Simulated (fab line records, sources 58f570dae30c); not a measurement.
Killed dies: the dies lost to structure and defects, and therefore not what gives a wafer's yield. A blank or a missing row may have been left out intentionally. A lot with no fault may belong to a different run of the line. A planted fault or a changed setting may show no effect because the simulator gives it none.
Tool commonality check    flow berkeley-cmos170    Sampled: 13 lots, 39 wafers

== WHY IT WAS OPENED ==
At UCB170_M2_CD_MEAS_15 the reading cd-nm is flagged on 1 of 13 lots. No-fault wafers: 700.2 nm, standard deviation 1.4.
Rule: a lot gets a flag if all its wafers with a number sit over 4 standard deviations from that mean, or if no wafer of it has a number. As for the other lots, they are considered sound.

lot   measured      on         cd-nm (nm), wafer by wafer  flag
L520  day 7 23:54   cd-sem-01  699.2 698.8 700.1           
L521  day 8 00:12   cd-sem-02  700.4 702.0 702.0           
L523  day 8 05:41   cd-sem-02  702.6 702.8 702.8           
L522  day 8 05:46   cd-sem-01  695.2 697.6 697.4           
L524  day 8 22:56   cd-sem-01  699.6 699.7 700.5           
L525  day 8 23:24   cd-sem-01  699.0 700.8 698.4           
L527  day 9 06:18   cd-sem-01  699.4 700.6 699.0           
L526  day 9 06:35   cd-sem-02  699.2 699.0 700.0           
L529  day 10 01:29  cd-sem-01  699.5 698.8 699.2           
L530  day 10 01:41  cd-sem-02  700.4 699.0 700.1           
L535  day 11 04:53  cd-sem-01  701.5 700.3 701.2           
L534  day 11 05:02  cd-sem-01  676.9 694.1 680.4           FLAGGED
L541  day 12 09:09  cd-sem-02  699.8 701.1 701.4           
Average over the flagged lots: 683.8 nm; offset from the usual -16.4 nm, equal to -12 standard deviations.

== LOT BY LOT: THE TOOL USED ==
The record keeps 1 process step preceding the reading, out of 331 steps on the route. Each cell gives the tool, then ch followed by the chambers the sampled wafers passed through, then the start.
lot   flag     UCB170_M2_EXPOSE_12
L520           krf-scanner-02 ch 0, day 7 23:21
L521           krf-scanner-01 ch 0, day 7 23:49
L523           krf-scanner-02 ch 0, day 8 05:05
L522           krf-scanner-01 ch 0, day 8 05:22
L524           krf-scanner-01 ch 0, day 8 22:27
L525           krf-scanner-02 ch 0, day 8 23:00
L527           krf-scanner-02 ch 0, day 9 05:55
L526           krf-scanner-01 ch 0, day 9 06:12
L529           krf-scanner-01 ch 0, day 10 01:05
L530           krf-scanner-02 ch 0, day 10 01:17
L535           krf-scanner-02 ch 0, day 11 04:05
L534  FLAGGED  krf-scanner-01 ch 0, day 11 04:23
L541           krf-scanner-02 ch 0, day 12 08:41
What these steps do:
- UCB170_M2_EXPOSE_12: exposes mask METAL2, target cd 700 nm.
- UCB170_M2_CD_MEAS_15: target cd 700 nm.

== FLAGGED OVER TOTAL, TOOL BY TOOL (the gauges that took the reading come last) ==
step                  tool            lots run  flagged  share of the flagged lots  sound lots run after its first flagged lot
UCB170_M2_EXPOSE_12   krf-scanner-01  6         1        all                        0
UCB170_M2_EXPOSE_12   krf-scanner-02  7         0        none                       -
UCB170_M2_CD_MEAS_15  cd-sem-01       8         1        all                        0
UCB170_M2_CD_MEAS_15  cd-sem-02       5         0        none                       -

== WHAT THE TABLE PERMITS ==
Rows of the table that ran all the flagged lots, 2 in number: krf-scanner-01 at UCB170_M2_EXPOSE_12; cd-sem-01 at UCB170_M2_CD_MEAS_15.
- krf-scanner-01 at UCB170_M2_EXPOSE_12 ran 6 lots, 1 of them flagged. It ran its last sound lot, L529, at day 10 01:05 and its first flagged lot, L534, at day 11 04:23: a fault with its onset between the two fits. Its own readings (exposure-dose-mJ-cm2) fall more than 4 standard deviations out on all wafers of the flagged lots.
- cd-sem-01 at UCB170_M2_CD_MEAS_15 ran 8 lots, 1 of them flagged. It ran its last sound lot, L535, at day 11 04:53 and its first flagged lot, L534, at day 11 05:02: a fault with its onset between the two fits.
These 2 tools cannot be told apart by counting lots, since each of them fits a fault that started at some hour. More lots, or a look at what each step does to the wafer, might.

== WHAT THE SIMULATOR PUT IN ==
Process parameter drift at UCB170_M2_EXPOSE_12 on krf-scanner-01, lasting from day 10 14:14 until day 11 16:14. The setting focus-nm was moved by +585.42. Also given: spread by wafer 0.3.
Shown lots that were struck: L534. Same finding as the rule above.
